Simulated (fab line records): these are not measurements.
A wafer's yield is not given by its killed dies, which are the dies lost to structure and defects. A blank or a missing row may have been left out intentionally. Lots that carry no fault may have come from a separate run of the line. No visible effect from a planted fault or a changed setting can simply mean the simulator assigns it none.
What tool caused it?	flow berkeley_cmos170	Sampling: 14 lots, 42 wafers, 3 of 331 route steps

WHAT THE GAUGES READ, wafer by wafer
UCB170_PLDD_TW_MEAS_11. Usual: PLDD_TW typically reads 1008, with standard deviation 4.2.
lot	measured	on	PLDD_TW	flag
L908	day 7 14:52	film_metro-03	1009 1011 1012	
L909	day 7 15:09	film_metro-01	1007 1009 1006	
L907	day 7 15:36	film_metro-03	1005 1012 1011	
L906	day 7 15:53	film_metro-01	1002 1006 1007	
L904	day 7 16:10	film_metro-02	1007 1005 1005	
L913	day 8 19:59	film_metro-02	1008 1009 1009	
L916	day 9 12:31	film_metro-02	1093 1099 1098	OFF
L919	day 10 04:07	film_metro-02	1093 1091 1094	OFF
L920	day 10 17:35	film_metro-02	1005 1008 1009	
L922	day 11 04:20	film_metro-03	1001 1007 1004	
L925	day 11 10:58	film_metro-01	1011 1013 1011	
L924	day 11 11:05	film_metro-03	1011 999 1003	
L927	day 12 01:28	film_metro-02	1004 1002 997	
L926	day 12 02:34	film_metro-01	1008 1011 1007	

UCB170_SDANNEAL_RS_MEAS_04: uses a four-point probe to measure. Usual: PLDD_RS typically reads 1031.7 ohm/sq, with standard deviation 2.3.
lot	measured	on	PLDD_RS (ohm/sq)	flag
L908	day 8 06:25	film_metro-03	1030.9 1034.6 1034.4	
L909	day 8 06:15	film_metro-01	1035.0 1033.4 1036.3	
L907	day 8 06:36	film_metro-02	1036.4 1031.2 1035.3	
L906	day 8 07:05	film_metro-02	1033.9 1032.9 1035.4	
L904	day 8 06:49	film_metro-01	1028.4 1028.2 1029.2	
L913	day 9 11:38	film_metro-02	1033.9 1035.7 1034.2	
L916	day 10 02:13	film_metro-01	838.9 838.0 839.8	OFF
L919	day 10 18:03	film_metro-01	835.4 837.2 835.8	OFF
L920	day 11 06:13	film_metro-03	1031.7 1029.5 1033.5	
L922	day 11 18:41	film_metro-03	1032.9 1027.9 1031.5	
L925	day 12 03:36	film_metro-01	1031.0 1030.8 1032.2	
L924	day 12 04:07	film_metro-03	1030.6 1033.5 1030.4	
L927	day 12 15:58	film_metro-02	1028.8 1035.0 1033.0	
L926	day 12 16:38	film_metro-01	1035.5 1031.3 1032.1	

TOOL THAT RAN EACH LOT (tool first, then ch and the chambers of the sampled wafers, then the start)
lot	UCB170_PLDD_IMPLANT_09
L908	implanter-04 ch 0, day 7 14:37
L909	implanter-03 ch 0, day 7 14:55
L907	implanter-02 ch 0, day 7 15:21
L906	implanter-04 ch 0, day 7 15:38
L904	implanter-03 ch 0, day 7 15:57
L913	implanter-04 ch 0, day 8 19:44
L916	implanter-03 ch 0, day 9 12:16
L919	implanter-03 ch 0, day 10 03:52
L920	implanter-02 ch 0, day 10 17:23
L922	implanter-02 ch 0, day 11 04:07
L925	implanter-02 ch 0, day 11 10:43
L924	implanter-04 ch 0, day 11 10:52
L927	implanter-04 ch 0, day 12 01:13
L926	implanter-02 ch 0, day 12 02:22
- UCB170_PLDD_IMPLANT_09

AS READ BY THE TOOLS THEMSELVES (means over the sampled wafers that have a number; for cases with no such wafer, the mark the record gives instead)
UCB170_PLDD_IMPLANT_09. Usual: beam_on_s 10.01 s, standard deviation 0.2; dose_ions_cm2 5e+13, standard deviation 5.1e+10; faraday_current_uA 158, standard deviation 3.1; rotation_deg 180.00 degrees, standard deviation 0.046.
lot	tool	beam_on_s (s)	dose_ions_cm2	faraday_current_uA	rotation_deg (degrees)	flag
L908	implanter-04	9.93	5e+13	159	180.02	
L909	implanter-03	9.82	5e+13	161	180.00	
L907	implanter-02	10.11	5e+13	157	179.99	
L906	implanter-04	10.18	5e+13	156	180.01	
L904	implanter-03	9.80	5e+13	162	179.93	
L913	implanter-04	9.98	5e+13	159	180.00	
L916	implanter-03	13.10	8e+13	195	180.00	OFF
L919	implanter-03	13.01	8e+13	196	179.92	OFF
L920	implanter-02	10.10	5e+13	157	180.02	
L922	implanter-02	10.14	5e+13	157	180.02	
L925	implanter-02	9.84	5e+13	161	180.01	
L924	implanter-04	9.97	5e+13	159	180.00	
L927	implanter-04	10.01	5e+13	158	180.03	
L926	implanter-02	10.05	5e+13	158	180.00	

THE ANSWER, worked out from the rows above alone
Rule: a lot counts as off when the mean over its wafers that have a number is more than 3 standard deviations away from the usual mean. Also off: a lot with no number at a reading for which 4 or more lots have one. The other lots that the step has rows for count as sound. Order of review: gauges by route order, followed by the tools' own readings, for which a lot's mean as printed above is used. At the first step where some lot is off, the reading lying furthest off is the one used; lots without a number count as furthest.
Off: L916, L919, seen at UCB170_PLDD_TW_MEAS_11 (PLDD_TW).
A tool fits if, at a process step before that reading, it ran every lot that is off, and no sound lot after the first of them. Not tried: the gauges at UCB170_PLDD_TW_MEAS_11; whatever is off there is also off at UCB170_SDANNEAL_RS_MEAS_04, on other tools, and gauge error can't account for it. One fits: UCB170_PLDD_IMPLANT_09 on implanter-03. A fault onset in the window from L904 (day 7 15:57, its last sound lot) to L916 (day 9 12:16, its first lot off) fits.
The tool's own readings at UCB170_PLDD_IMPLANT_09 bear it out: on the lots that are off they differ by more than 5 times the standard deviation of the sound lots' means. beam_on_s reads 13.05 s there against 9.99 s on the sound lots; dose_ions_cm2 reads 8e+13 there against 5e+13 on the sound lots; faraday_current_uA reads 196 there against 159 on the sound lots.

WHAT THE SIMULATOR HAD INSERTED
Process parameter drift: implanter-03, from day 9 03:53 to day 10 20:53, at UCB170_PLDD_IMPLANT_09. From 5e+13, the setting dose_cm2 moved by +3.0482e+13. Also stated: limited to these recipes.
Shown lots that were struck: L916, L919. Same finding as the rule above.
